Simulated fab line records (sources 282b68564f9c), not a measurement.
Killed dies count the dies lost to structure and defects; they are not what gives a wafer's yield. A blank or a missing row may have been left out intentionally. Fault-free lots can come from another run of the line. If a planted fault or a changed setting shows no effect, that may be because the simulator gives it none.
fab line records	flow ritCmos
record lots=5	wafers=15	lastDay=7
route steps=202 shown ACTIVE@1 M1@202
lots that met no fault: taken from a fault-free run of the same line
startH: start of the lot's first displayed wafer, in hours after the record's first day	waitH: hours elapsed since this lot's preceding step	" repeats the value in the row above	L1.1+2: several wafers, shown together as one row	- no value present, or no start provided	* or withheld: withheld	< > ~ a bound
route shown NAME@n: NAME is a module with steps in the file, n the number in the route of the first one	usual: mean/standard deviation of fault-free wafers	same: alike in all rows	chamber/n: place in a boat	sites: the reading at each site	_std_site: standard deviation across them	_edge_site: inner sites' mean taken away from outer sites' mean	radiusMm: for every site, how far away it sits from the centre of the wafer	mask NAME#n: copy n	behind: the most recent tool/chamber to have shaped the wafer	hold: why the lot went on hold/how many hours it stayed there/how the hold came to an end	device: which transistor (n, p or np) failed to switch	end of line: tests run on the same wafers once the route is complete	for a step that has no rows: nothing shown but its recipe	killed: dies that structure and defects cost at the first sort, which is not the same as the wafer's yield	map: the dies of a wafer, with x for killed, . for not killed, _ for no die there
set.NAME: setting as actually run; set.NAME@STEP: the setting as run at that earlier step	model.NAME: the simulator's own value behind a step, which no gauge read
lots seen at some steps along the route; tables by step, rows by wafer
services: a tool's chamber out of use, with start hour (startH, from the record's first day; less than 0 if before it), hours out, and reason
## steps
# step RIT_ACTIVE_BOW_MEAS_00
# recipe mode=bow
# usual INCOMING_BOW=1/6.8
lot.wafer	tool	chamber	startH	waitH	INCOMING_BOW[um]
L919.1	filmMetro-01	-	35.00	-	3
L919.3	"	-	"	"	-7
L919.6	"	-	"	"	6
L921.2	filmMetro-04	-	45.02	-	-3
L921.4	"	-	"	"	0
L921.6	"	-	"	"	-3
L925.1	filmMetro-01	-	65.00	-	0
L925.2	"	-	"	"	10
L925.3	"	-	"	"	7
L926.1	filmMetro-02	-	70.00	-	0
L926.5	"	-	"	"	-4
L926.6	"	-	"	"	6
L936.1	filmMetro-02	-	120.00	-	-1
L936.4	"	-	"	"	6
L936.6	"	-	"	"	-19
# step RIT_ACTIVE_OXIDATION_01
# recipe tempC=1000	ambient=O2	targetThkA=468	oxTimeS=3360
# step RIT_ACTIVE_THK_MEAS_02
# recipe reads=SiO2_of_ACTIVE_OXIDATION_01
# usual ACTIVE_OXIDE_THK=46.9/0.82
lot.wafer	tool	chamber	startH	waitH	ACTIVE_OXIDE_THK[nm]
L919.1	filmMetro-02	-	37.05	0.0	46.9
L919.3	"	-	"	"	46.5
L919.6	"	-	"	"	47.3
L921.2	filmMetro-01	-	47.14	0.0	46.2
L921.4	"	-	"	"	46.9
L921.6	"	-	"	"	46.8
L925.1	filmMetro-02	-	67.94	0.0	46.4
L925.2	"	-	"	"	45.6
L925.3	"	-	"	"	45.5
L926.1	filmMetro-04	-	72.05	0.0	47.4
L926.5	"	-	"	"	47.4
L926.6	"	-	"	"	48.3
L936.1	filmMetro-02	-	122.11	0.0	47.7
L936.4	"	-	"	"	47.8
L936.6	"	-	"	"	47.1
# step RIT_ACTIVE_CVD_03
# recipe material=Si3N4	targetThkNm=150	tempC=810	precursor=SiH2Cl2/NH3	timeS=1500	pressureMtorr=300	sih2cl2FlowSccm=60	nh3FlowSccm=150
# step RIT_ACTIVE_THK_MEAS_04
# recipe reads=Si3N4_of_ACTIVE_CVD_03
# usual ACTIVE_NITRIDE_THK=150.0/1.4
lot.wafer	tool	chamber	startH	waitH	ACTIVE_NITRIDE_THK[nm]
L919.1	filmMetro-04	-	40.12	0.0	150.1
L919.3	"	-	"	"	149.6
L919.6	"	-	"	"	149.6
L921.2	filmMetro-01	-	48.62	0.0	150.9
L921.4	"	-	"	"	151.4
L921.6	"	-	"	"	150.5
L925.1	filmMetro-01	-	69.42	0.0	151.5
L925.2	"	-	"	"	151.4
L925.3	"	-	"	"	151.0
L926.1	filmMetro-01	-	73.53	0.0	151.0
L926.5	"	-	"	"	150.3
L926.6	"	-	"	"	152.0
L936.1	filmMetro-02	-	124.30	0.0	150.4
L936.4	"	-	"	"	150.5
L936.6	"	-	"	"	150.6
# step RIT_ACTIVE_HMDS_05
# recipe primeTimeS=60	primeTempC=140
# step RIT_ACTIVE_COAT_06
# recipe resist=NOVOLAK	spinRpm=3250	resistThkNm=1009
# step RIT_ACTIVE_SOFTBAKE_07
# recipe resist=NOVOLAK	tempC=90	timeS=60
# step RIT_ACTIVE_EXPOSE_08
# recipe maskId=M1	na=0.6	sourceShape=conventional	sigmaOuter=0.6	targetCdNm=1400	doseMj=225
# same na=0.6
lot.wafer	tool	chamber	startH	waitH	mask
L919.1+3+6	ilineStepper-02	0	40.63	0.1	M1#0
L921.2+4+6	ilineStepper-02	0	49.14	0.1	M1#0
L925.1+2+3	ilineStepper-02	0	69.93	0.1	M1_R1#0
L926.1+5+6	ilineStepper-01	0	74.17	0.2	M1#0
L936.1+4+6	ilineStepper-01	0	124.81	0.1	M1#0
# step RIT_ACTIVE_PEB_09
# recipe resist=NOVOLAK	tempC=withheld	timeS=withheld
# step RIT_ACTIVE_DEVELOP_10
# recipe resist=NOVOLAK	developTimeS=50	devTempC=23
# step RIT_ACTIVE_CD_MEAS_11
# recipe targetCdNm=1400
# usual cdNm=1399.8/2.4
lot.wafer	tool	chamber	startH	waitH	cdNm
L919.1	cdSem-01	-	41.03	-	1401.0
L919.3	"	-	"	"	1400.2
L919.6	"	-	"	"	1402.0
L921.2	cdSem-01	-	49.54	-	1396.3
L921.4	"	-	"	"	1397.4
L921.6	"	-	"	"	1398.3
L925.1	cdSem-02	-	70.35	-	1276.2
L925.2	"	-	"	"	1275.3
L925.3	"	-	"	"	1276.2
L926.1	cdSem-01	-	74.56	-	1402.8
L926.5	"	-	"	"	1402.0
L926.6	"	-	"	"	1403.7
L936.1	cdSem-02	-	125.31	-	1401.0
L936.4	"	-	"	"	1401.9
L936.6	"	-	"	"	1402.0
# step RIT_ACTIVE_HARDBAKE_12
# recipe resist=NOVOLAK	tempC=140	timeS=60
# step RIT_ACTIVE_ETCH_13
# recipe stopOn=SiO2	chemistry=SF6	target=Si3N4	timeS=210	overEtchFrac=0.4	SF6_flow_sccm=200	pressureMtorr=260	rfW=125	targetDepthA=2100
# usual drypumpMotorCurrentA=5.80/0.25	oesProductAu=0.823/0.016	rfFwdPowerW=124.6/0.39	throttleValvePct=7.43/0.11
lot.wafer	tool	chamber	startH	waitH	drypumpMotorCurrentA	oesProductAu	rfFwdPowerW	rfHoursCounterH	throttleValvePct	model.ACTIVE.cdNm
L919.1	rieDiel-03	2	41.30	0.1	5.54	0.837	124.6	2	7.60	1401
L919.3	"	0	"	"	5.74	0.808	124.2	81	7.57	1400
L919.6	"	0	"	"	5.76	0.803	124.1	-	7.58	1402
L921.2	rieDiel-01	2	49.79	0.1	6.15	0.808	124.9	137	7.42	1397
L921.4	"	3	"	"	5.74	0.824	124.5	-	7.41	1398
L921.6	"	0	"	"	5.49	0.839	124.9	-	7.26	1399
L925.1	rieDiel-01	1	70.63	0.1	5.74	0.850	124.4	0	7.28	1276
L925.2	"	2	"	"	6.14	0.815	124.6	137	7.40	1275
L925.3	"	0	"	"	5.49	0.843	124.8	5	7.25	1276
L926.1	rieDiel-02	1	74.83	0.1	5.75	0.801	125.2	8	7.56	1403
L926.5	"	3	"	"	5.92	0.827	124.6	-	7.47	1402
L926.6	"	1	"	"	5.75	0.815	124.6	-	7.56	1404
L936.1	rieDiel-02	3	125.75	0.1	5.93	0.819	125.2	1	7.46	1401
L936.4	"	0	"	"	5.52	0.845	125.3	1	7.55	1402
L936.6	"	0	"	"	5.53	0.850	125.2	-	7.55	1402
# step RIT_ACTIVE_STRIP_14
# recipe chemistry=O2	timeS=180	resist=NOVOLAK	platenTempC=withheld	powerW=500	pressureMtorr=4137	o2FlowSccm=4000
# usual drypumpMotorCurrentA=5.5/0.58
lot.wafer	tool	chamber	startH	waitH	drypumpMotorCurrentA	rfHoursCounterH
L919.1	plasmaAsher-02	0	41.44	0.1	6.0	24
L919.3	"	1	"	"	6.5	-
L919.6	"	0	"	"	6.0	-
L921.2	plasmaAsher-01	0	49.92	0.1	5.3	42
L921.4	"	1	"	"	4.8	-
L921.6	"	1	"	"	4.8	-
L925.1	plasmaAsher-01	0	70.76	0.1	5.3	44
L925.2	"	1	"	"	4.8	44
L925.3	"	0	"	"	5.3	-
L926.1	plasmaAsher-02	1	74.97	0.1	6.5	27
L926.5	"	1	"	"	6.5	-
L926.6	"	0	"	"	6.0	-
L936.1	plasmaAsher-03	0	125.88	0.1	5.7	50
L936.4	"	1	"	"	4.9	-
L936.6	"	1	"	"	5.0	-
# step RIT_M1_PROBE_99
# usual killedAtContacts=0.1/0.27	killedAtFrontEnd=7/3	killedDies=7.0/3	killedOpen=3.5/2.1	killedShort=3.4/1.9
# same grossDies=264	killed_at_M0_to_M3=0	killed_at_M4_up=0	killedAtBackSide=0	killedAtOther=0
lot.wafer	tool	chamber	startH	waitH	killedAtContacts	killedAtFrontEnd	killedDies	killedOpen	killedShort	model.etest.nplusSal.widthNm	model.etest.pplusSal.widthNm	model.etest.pldd.widthNm	model.etest.nldd.widthNm	model.etest.nmosNarrow.driveUaUm	model.etest.pmosNarrow.driveUaUm	model.etest.pplusSal.lineOhmUm	model.etest.nplusSal.lineOhmUm
L919.1	prober-02	-	84.02	0.1	0	11	11	6	4	3427	3436	3180	3191	230.1	101.5	1.242	1.227
L919.3	prober-02	-	84.12	0.2	0	9	9	7	2	3438	3444	3158	3166	233.1	102.8	1.246	1.243
L919.6	prober-02	-	84.27	0.2	0	5	5	1	4	3436	3438	3156	3165	228.6	100.9	1.238	1.241
L921.2	prober-02	-	95.34	0.1	0	14	14	5	9	3438	3457	3171	3169	230.9	105.2	1.243	1.234
L921.4	prober-02	-	95.44	0.2	0	12	12	7	5	3467	3465	3180	3177	226.7	103	1.237	1.266
L921.6	prober-02	-	95.54	0.2	0	9	9	4	5	3441	3449	3180	3184	226.1	102.7	1.25	1.26
L925.1	prober-02	-	119.40	0.1	0	5	5	3	1	3324	3331	3078	3065	215	96.02	1.302	1.283
L925.2	prober-02	-	119.45	0.1	0	4	4	2	1	3350	3326	3069	3084	216.2	97.58	1.289	1.286
L925.3	prober-02	-	119.50	0.2	0	8	8	4	4	3338	3348	3066	3066	210.8	93.64	1.268	1.275
L926.1	prober-01	-	120.30	0.1	0	5	5	3	2	3446	3443	3180	3193	227.1	100.4	1.241	1.229
L926.5	prober-01	-	120.50	0.2	0	6	6	5	1	3437	3427	3195	3184	222.5	98.75	1.231	1.243
L926.6	prober-01	-	120.55	0.2	0	7	7	2	5	3452	3472	3172	3171	220.3	99.45	1.248	1.273
L936.1	prober-01	-	168.42	0.1	0	6	6	1	5	3464	3451	3172	3169	224.6	102.5	1.219	1.232
L936.4	prober-01	-	168.57	0.2	1	3	4	2	2	3473	3463	3177	3166	225.2	101.9	1.202	1.214
L936.6	prober-01	-	168.67	0.2	0	5	5	1	4	3467	3470	3199	3192	231.3	104.3	1.206	1.187
# killed by level:class
L919.1 GATE:geometricParticle:open=4 SPACER:geometricParticle:short=2 SILICIDE:geometricParticle:open=2 GATE:geometricParticle:short=1 REOX:geometricParticle:short=1 PRETRO:coatMicrobubblePrinted=1
L919.3 SPACER:geometricParticle:open=4 REOX:geometricParticle:open=2 FOX2:geometricParticle:short=1 SILICIDE:geometricParticle:short=1 SILICIDE:geometricParticle:open=1
L919.6 SPACER:geometricParticle:short=2 FOX2:geometricParticle:open=1 GATE:geometricParticle:short=1 REOX:geometricParticle:short=1
L921.2 GATE:geometricParticle:short=4 GATE:geometricParticle:open=3 SPACER:geometricParticle:short=3 FOX1:geometricParticle:short=2 FOX1:geometricParticle:open=1 REOX:geometricParticle:open=1
L921.4 SILICIDE:geometricParticle:short=3 GATE:geometricParticle:open=2 SILICIDE:geometricParticle:open=2 FOX2:geometricParticle:open=1 GATE:geometricParticle:short=1 REOX:geometricParticle:short=1 REOX:geometricParticle:open=1 SPACER:geometricParticle:open=1
L921.6 FOX1:geometricParticle:short=2 GATE:geometricParticle:short=2 GATE:geometricParticle:open=2 FOX2:geometricParticle:short=1 SPACER:geometricParticle:open=1 SILICIDE:geometricParticle:open=1
L925.1 SILICIDE:geometricParticle:open=2 GATE:geometricParticle:open=1 SPACER:geometricParticle:short=1 ACTIVE:areaExpose=1
L925.2 FOX1:geometricParticle:open=1 GATE:geometricParticle:open=1 GATE:geometricParticle:short=1 ACTIVE:areaExpose=1
L925.3 GATE:geometricParticle:open=3 FOX2:geometricParticle:short=2 SPACER:geometricParticle:short=2 FOX2:geometricParticle:open=1
L926.1 SPACER:geometricParticle:short=2 SPACER:geometricParticle:open=2 REOX:geometricParticle:open=1
L926.5 SILICIDE:geometricParticle:open=2 SPACER:geometricParticle:open=2 REOX:geometricParticle:short=1 REOX:geometricParticle:open=1
L926.6 GATE:geometricParticle:short=3 FOX1:geometricParticle:short=1 REOX:geometricParticle:open=1 SPACER:geometricParticle:short=1 SILICIDE:geometricParticle:open=1
L936.1 FOX1:geometricParticle:short=2 FOX2:geometricParticle:open=1 FOX2:geometricParticle:short=1 GATE:geometricParticle:short=1 SILICIDE:geometricParticle:short=1
L936.4 GATE:geometricParticle:short=1 SPACER:geometricParticle:open=1 SILICIDE:geometricParticle:open=1 CONTACT:geometricParticle:short=1
L936.6 SILICIDE:geometricParticle:short=3 GATE:geometricParticle:short=1 GATE:geometricParticle:open=1
## services
tool	chamber	startH	hours	kind
rieDiel-02	1	26.28	7.7	repair
plasmaAsher-02	-	31.32	2.8	pm
rieDiel-02	3	35.95	-	clean
rieDiel-02	3	35.95	26.1	scheduledDown
rieDiel-02	3	35.95	26.1	ventCycle
ilineStepper-01	-	37.26	26.9	repair
rieDiel-02	1	44.88	4.7	repair
rieDiel-01	1	45.30	-	clean
rieDiel-01	1	45.30	16.1	scheduledDown
rieDiel-01	1	45.30	16.1	ventCycle
rieDiel-02	0	62.04	-	clean
rieDiel-02	0	62.04	20.6	scheduledDown
rieDiel-02	0	62.04	20.6	ventCycle
plasmaAsher-03	-	63.43	0.4	repair
ilineStepper-01	-	64.20	1.7	pm
rieDiel-02	1	66.11	4.4	repair
ilineStepper-01	0	69.91	-	calibration
rieDiel-02	3	77.78	5.2	repair
rieDiel-03	0	98.53	4.7	repair
ilineStepper-01	-	105.50	5.6	repair
plasmaAsher-01	-	108.87	9.0	pm
plasmaAsher-01	0	108.87	9.0	ventCycle
plasmaAsher-01	-	117.87	2.8	pm
plasmaAsher-01	-	120.62	14.6	pm
## key
firstSign step=RIT_ACTIVE_EXPOSE_08	reading=mask	direction=changed
effect step=RIT_ACTIVE_CD_MEAS_11	reading=cdNm	direction=down	sigmas=51	usual=1399.8	struck=1275.9
modelEffect step=RIT_ACTIVE_ETCH_13	value=ACTIVE.cdNm	without=1396	struck=1276
modelEffect step=RIT_M1_PROBE_99	value=etest.nplusSal.widthNm	without=3457	struck=3337
metAt RIT_ACTIVE_EXPOSE_08
struckWafers L925.1,L925.2,L925.3
testerLeftOut L925
onsetBetween 49.14 69.93
fault kind=wrongMask	tool=any	chamber=-	onsetH=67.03	steps=RIT_ACTIVE_EXPOSE_08	auxCopy=M1_R1#0	cdOffsetNm=-120	scope=struckLotsOnly
# testerLeftOut: of these lots the tester's yield and bins aren't shown, on N5 and GAA mostly nor the transistor test; their killed dies are dies lost to structure and defects alone, not to doping, threshold or leakage, so they don't give the yield
